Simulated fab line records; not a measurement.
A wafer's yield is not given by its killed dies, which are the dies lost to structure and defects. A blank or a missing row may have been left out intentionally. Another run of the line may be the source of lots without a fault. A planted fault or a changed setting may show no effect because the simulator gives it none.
Split-lot experiment :: flow rit-cmos :: on a route of 202 steps: 5 lots, 23 wafers read

== THE SPLIT ITSELF ==
At RIT_PRETRO_COAT_01 (resist thk 1300 nm), the setting resist-thk-nm was moved away from the recipe's 1300 nm on 9 of the 23 wafers read, by -4.2% to +3.4%. The other wafers ran this setting at the recipe's value.

== BETWEEN THE SPLIT AND THE READING: the file shows 1 step in between ==
- RIT_PRETRO_DEVELOP_05: develop time 68 s (also split here: develop-time-s)

== THE READING ==
NOVOLAK_of_PRETRO_COAT_01.thk-nm (the simulator's own value, which no gauge read), in nm, at RIT_PRETRO_HARDBAKE_07 (time 120 s). The file gives no usual value for it. Across the 14 wafers here that went through the recipe, the average is 1138 nm and the standard deviation 2.6 nm.

wafer: L074.1
tool, chamber at the split: litho-track-04, 0
resist-thk-nm as run, nm: 1300
against the recipe: recipe
NOVOLAK_of_PRETRO_COAT_01.thk-nm, nm: 1138
against lot-mates on the recipe: -

wafer: L074.2
tool, chamber at the split: litho-track-04, 0
resist-thk-nm as run, nm: 1300
against the recipe: recipe
NOVOLAK_of_PRETRO_COAT_01.thk-nm, nm: 1140
against lot-mates on the recipe: -

wafer: L074.3
tool, chamber at the split: litho-track-04, 0
resist-thk-nm as run, nm: 1300
against the recipe: recipe
NOVOLAK_of_PRETRO_COAT_01.thk-nm, nm: 1134
against lot-mates on the recipe: -

wafer: L074.4
tool, chamber at the split: litho-track-04, 0
resist-thk-nm as run, nm: 1300
against the recipe: recipe
NOVOLAK_of_PRETRO_COAT_01.thk-nm, nm: 1136
against lot-mates on the recipe: -

wafer: L074.5
tool, chamber at the split: litho-track-04, 0
resist-thk-nm as run, nm: 1300
against the recipe: recipe
NOVOLAK_of_PRETRO_COAT_01.thk-nm, nm: 1135
against lot-mates on the recipe: -

wafer: L082.1
tool, chamber at the split: litho-track-04, 0
resist-thk-nm as run, nm: 1300
against the recipe: recipe
NOVOLAK_of_PRETRO_COAT_01.thk-nm, nm: 1140
against lot-mates on the recipe: -

wafer: L082.4
tool, chamber at the split: litho-track-04, 0
resist-thk-nm as run, nm: 1300
against the recipe: recipe
NOVOLAK_of_PRETRO_COAT_01.thk-nm, nm: 1139
against lot-mates on the recipe: -

wafer: L082.5
tool, chamber at the split: litho-track-04, 0
resist-thk-nm as run, nm: 1300
against the recipe: recipe
NOVOLAK_of_PRETRO_COAT_01.thk-nm, nm: 1135
against lot-mates on the recipe: -

wafer: L083.1
tool, chamber at the split: litho-track-02, 0
resist-thk-nm as run, nm: 1344
against the recipe: +3.4%
NOVOLAK_of_PRETRO_COAT_01.thk-nm, nm: 1180
against lot-mates on the recipe: +41

wafer: L083.2
tool, chamber at the split: litho-track-02, 0
resist-thk-nm as run, nm: 1344
against the recipe: +3.4%
NOVOLAK_of_PRETRO_COAT_01.thk-nm, nm: 1180
against lot-mates on the recipe: +41

wafer: L083.4
tool, chamber at the split: litho-track-02, 0
resist-thk-nm as run, nm: 1300
against the recipe: recipe
NOVOLAK_of_PRETRO_COAT_01.thk-nm, nm: 1140
against lot-mates on the recipe: -

wafer: L083.5
tool, chamber at the split: litho-track-02, 0
resist-thk-nm as run, nm: 1344
against the recipe: +3.4%
NOVOLAK_of_PRETRO_COAT_01.thk-nm, nm: 1174
against lot-mates on the recipe: +35

wafer: L083.6
tool, chamber at the split: litho-track-02, 0
resist-thk-nm as run, nm: 1300
against the recipe: recipe
NOVOLAK_of_PRETRO_COAT_01.thk-nm, nm: 1138
against lot-mates on the recipe: -

wafer: L084.1
tool, chamber at the split: litho-track-04, 0
resist-thk-nm as run, nm: 1300
against the recipe: recipe
NOVOLAK_of_PRETRO_COAT_01.thk-nm, nm: 1141
against lot-mates on the recipe: -

wafer: L084.3
tool, chamber at the split: litho-track-04, 0
resist-thk-nm as run, nm: 1300
against the recipe: recipe
NOVOLAK_of_PRETRO_COAT_01.thk-nm, nm: 1141
against lot-mates on the recipe: -

wafer: L084.4
tool, chamber at the split: litho-track-04, 0
resist-thk-nm as run, nm: 1339
against the recipe: +3.0%
NOVOLAK_of_PRETRO_COAT_01.thk-nm, nm: 1173
against lot-mates on the recipe: +32

wafer: L084.5
tool, chamber at the split: litho-track-04, 0
resist-thk-nm as run, nm: 1339
against the recipe: +3.0%
NOVOLAK_of_PRETRO_COAT_01.thk-nm, nm: 1172
against lot-mates on the recipe: +31

wafer: L084.6
tool, chamber at the split: litho-track-04, 0
resist-thk-nm as run, nm: 1339
against the recipe: +3.0%
NOVOLAK_of_PRETRO_COAT_01.thk-nm, nm: 1171
against lot-mates on the recipe: +30

wafer: L085.1
tool, chamber at the split: litho-track-02, 0
resist-thk-nm as run, nm: 1246
against the recipe: -4.2%
NOVOLAK_of_PRETRO_COAT_01.thk-nm, nm: 1089
against lot-mates on the recipe: -46

wafer: L085.2
tool, chamber at the split: litho-track-02, 0
resist-thk-nm as run, nm: 1246
against the recipe: -4.2%
NOVOLAK_of_PRETRO_COAT_01.thk-nm, nm: 1089
against lot-mates on the recipe: -46

wafer: L085.3
tool, chamber at the split: litho-track-02, 0
resist-thk-nm as run, nm: 1300
against the recipe: recipe
NOVOLAK_of_PRETRO_COAT_01.thk-nm, nm: 1137
against lot-mates on the recipe: -

wafer: L085.4
tool, chamber at the split: litho-track-02, 0
resist-thk-nm as run, nm: 1300
against the recipe: recipe
NOVOLAK_of_PRETRO_COAT_01.thk-nm, nm: 1133
against lot-mates on the recipe: -

wafer: L085.5
tool, chamber at the split: litho-track-02, 0
resist-thk-nm as run, nm: 1246
against the recipe: -4.2%
NOVOLAK_of_PRETRO_COAT_01.thk-nm, nm: 1090
against lot-mates on the recipe: -45

FIT RESULTS
A straight line over all 23 wafers: NOVOLAK_of_PRETRO_COAT_01.thk-nm changes by +11.7 nm for each +1% of resist-thk-nm; r = +1.00; the points scatter about the line by 2.4 nm.
The same after taking each lot's own level away (the mean of its wafers on the recipe; 23 wafers): +11 nm for each +1%; r = +1.00; scatter 2.1 nm.
Per that fit: largest resist-thk-nm move, reading shift of 46 nm.
The span of the lots' own levels, 1135.0 to 1141.0 nm, comes to 2.3 times the standard deviation stated above.
The two slopes agree, so the slope changes little with the lot-to-lot level.
Check: with one of the wafers moved furthest among these (-4.2%) left out of the fit, the line predicts -45.6 nm for it against its lot-mates. Against them it came out at -46 nm.

== OTHER SPLITS APPLIED TO THESE WAFERS ==
Before the reading, these wafers also passed through other splits. Each is held against what the fit with the lots' levels taken away leaves over:
other split on the same wafers: RIT_ACTIVE_CVD_03 pressure-mtorr
wafers away from the commonest value: 18
r with NOVOLAK_of_PRETRO_COAT_01.thk-nm (lot level and that fit taken away): -0.27

other split on the same wafers: RIT_ACTIVE_COAT_06 spin-rpm
wafers away from the commonest value: 5
r with NOVOLAK_of_PRETRO_COAT_01.thk-nm (lot level and that fit taken away): -0.27

other split on the same wafers: RIT_ACTIVE_HARDBAKE_12 temp-c
wafers away from the commonest value: 7
r with NOVOLAK_of_PRETRO_COAT_01.thk-nm (lot level and that fit taken away): +0.38

other split on the same wafers: RIT_FOX1_OXIDATION_00 ox-time-s
wafers away from the commonest value: 10
r with NOVOLAK_of_PRETRO_COAT_01.thk-nm (lot level and that fit taken away): -0.17

other split on the same wafers: RIT_NWELL_COAT_01 resist-thk-nm
wafers away from the commonest value: 11
r with NOVOLAK_of_PRETRO_COAT_01.thk-nm (lot level and that fit taken away): +0.38

other split on the same wafers: RIT_NWELL_IMPLANT_08 energy-kev
wafers away from the commonest value: 10
r with NOVOLAK_of_PRETRO_COAT_01.thk-nm (lot level and that fit taken away): +0.19

other split on the same wafers: RIT_PRETRO_DEVELOP_05 develop-time-s
wafers away from the commonest value: 3
r with NOVOLAK_of_PRETRO_COAT_01.thk-nm (lot level and that fit taken away): +0.17

== THE WHOLE CHAIN: every reading that the file lists as answering this split, in the file's order ==
step: RIT_PRETRO_COAT_01
what it does: resist thk 1300 nm
reading: NOVOLAK_of_PRETRO_COAT_01.thk-nm (the simulator's own value, which no gauge read)
change (the file's fit): +12.8 nm for each +1% of the setting
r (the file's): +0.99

step: RIT_PRETRO_HARDBAKE_07
what it does: time 120 s
reading: NOVOLAK_of_PRETRO_COAT_01.thk-nm (the simulator's own value, which no gauge read)
change (the file's fit): +11 nm for each +1% of the setting
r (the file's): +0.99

== FILE'S OWN FIT ==
NOVOLAK_of_PRETRO_COAT_01.thk-nm changes by +11 nm for each +1% of resist-thk-nm, r = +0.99.
